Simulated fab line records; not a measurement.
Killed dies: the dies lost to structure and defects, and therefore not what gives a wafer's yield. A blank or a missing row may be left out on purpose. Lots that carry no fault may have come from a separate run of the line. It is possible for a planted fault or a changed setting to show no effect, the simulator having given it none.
Which tool is to blame?    flow berkeleyCmos170    7 lots with 21 wafers sampled at 2 steps, on a route of 331 steps

== WHAT THE GAUGES SHOWED, per wafer ==
UCB170_M1_CD_MEAS_09: the cd target is 700 nm.
lot   measured      on        cdNm (nm)
L622  day 8 19:19   cdSem-02  701.0 700.9 702.7
L626  day 9 12:04   cdSem-01  701.3 699.1 700.7
L630  day 10 07:15  cdSem-02  703.2 700.6 701.6
L633  day 11 00:15  cdSem-01  703.3 702.9 702.8
L637  day 11 23:32  cdSem-02  698.9 699.4 698.5
L642  day 12 13:07  cdSem-02  702.0 700.7 701.6
L644  day 12 16:32  cdSem-01  700.8 702.7 701.1

== WHAT TOOL EACH LOT RAN ON (gives the tool, then ch and the chambers of the sampled wafers, and finally the start) ==
lot   UCB170_CONTACT_STRIP_19
L622  plasmaAsher-04 ch 0,1, day 8 17:41
L626  plasmaAsher-03 ch 0,1, day 9 10:23
L630  plasmaAsher-02 ch 0,1, day 10 05:10
L633  plasmaAsher-02 ch 0, day 10 22:33
L637  plasmaAsher-04 ch 0,1, day 11 21:26
L642  plasmaAsher-03 ch 0,1, day 12 11:16
L644  plasmaAsher-04 ch 0,1, day 12 14:29
- UCB170_CONTACT_STRIP_19: strips in O2.

== THE ANSWER, worked out from the rows above alone ==
Rule: usual is defined by the lots themselves. Put in order of their means at a reading, lots are off if they are a third of the lots or fewer, leave a main group of 4 or more, and stand apart from it by a gap of 3 or more times the standard deviation of the main group's means; of several such gaps the widest counts. A main group whose means are all the same, to the digits that the tables above print for the reading, isn't used. Also off: a lot with no number at a reading for which 4 or more lots have one. All remaining lots with rows at the step are treated as sound.
No lot is off on any of the readings shown, so nothing can be concluded from this.

== WHAT HAD BEEN PUT IN BY THE SIMULATOR ==
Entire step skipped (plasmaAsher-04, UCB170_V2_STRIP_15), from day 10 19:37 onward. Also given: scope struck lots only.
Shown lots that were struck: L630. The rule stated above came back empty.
